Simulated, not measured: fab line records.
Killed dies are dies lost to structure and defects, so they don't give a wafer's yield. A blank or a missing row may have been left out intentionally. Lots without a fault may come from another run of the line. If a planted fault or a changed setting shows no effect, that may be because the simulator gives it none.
Problem report, 8D (eight disciplines) form, completed by code | flow ritCmos | the parts of the form that need people (team, actions taken, sign-off) are left out

1. WHAT IS WRONG
runLengthS at RIT_M1_METAL_ETCH_12 reads a mean of 215.16 s on 4 wafers of 2 lots; wafers without a fault read 193.45 s with a standard deviation of 0.27. Relative to the usual mean, that is a shift of +80 standard deviations.
The step: etches Al in Cl2/BCl3, stops on SiO2, time 165 s, target depth 600 nm.
First observed at day 6 03:53: wafer L540.2, on rieMetal-01. The record has a number at this step for 18 wafers belonging to 6 lots. By rule, "out" or "out of limits" means more than 4 standard deviations away from the usual mean. The other wafers with a number count as sound.

2. WHAT THIS IS AND IS NOT
question                    | is                             | is not
which readings at this step | runLengthS, oesProductAu       | drypumpMotorCurrentA, throttleValvePct
which lots                  | L540, L543                     | L531, L534, L541, L546
which wafers of those lots  | L540.2, L540.6, L543.2, L543.4 | L540.1, L543.6
read on which tools         | rieMetal-01                    | rieMetal-02
when                        | from day 6 03:53               | up to then (7 sound wafers); but 7 sound wafers of L541, L543, L546 came after

3. SUSPECTS, AND WHAT RULES EACH OUT
Counting: any tool at a process step up to the reading remains a suspect provided it ran every lot that is out. Sound lots after the first of them don't rule it out here, since some wafers of a struck lot are sound.
- rieMetal-01 at RIT_M1_METAL_ETCH_12 (etches Al in Cl2/BCl3, stops on SiO2, time 165 s, target depth 600 nm): kept. It ran every lot that is out, first L540 (day 6 03:53); its last sound lot up to then is L534 (day 4 23:44). Its own oesProductAu, runLengthS readings are out on those wafers.
- The sound lot-mates ran in chamber 1 of rieMetal-01 at RIT_M1_METAL_ETCH_12, but the wafers that are out ran in chamber 0.
The count leaves rieMetal-01 at RIT_M1_METAL_ETCH_12.

4. THE CAUSE (what the simulator had put in)
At RIT_M1_METAL_ETCH_12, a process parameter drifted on rieMetal-01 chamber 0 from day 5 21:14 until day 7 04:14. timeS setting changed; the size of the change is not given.
Only this tool survived the counting.

5. THE CHAIN OF EFFECTS, in route order
Each row: a reading whose mean over the struck wafers that have a number lies more than 3 standard deviations from the usual. Only readings for which the record gives a usual standard deviation are gone through. hours: the time from each lot's start at the first step in this table that gives one to its start at this step, as a median over the lots. sigmas: the change in usual standard deviations.
hours | step                 | reading      | usual      | on struck wafers | change | sigmas
0     | RIT_M1_METAL_ETCH_12 | oesProductAu | 0.776 a.u. | 0.712            | -0.064 | -4.9
0     | RIT_M1_METAL_ETCH_12 | runLengthS   | 193.45 s   | 215.16           | +21.71 | +80
Its process steps:
- RIT_M1_METAL_ETCH_12: etches Al in Cl2/BCl3, stops on SiO2, time 165 s, target depth 600 nm.

6. WHAT WOULD HAVE CAUGHT IT SOONER
7 hours passed between the start of the fault at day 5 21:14 and the first reading out of limits in this record, taken at day 6 03:53.
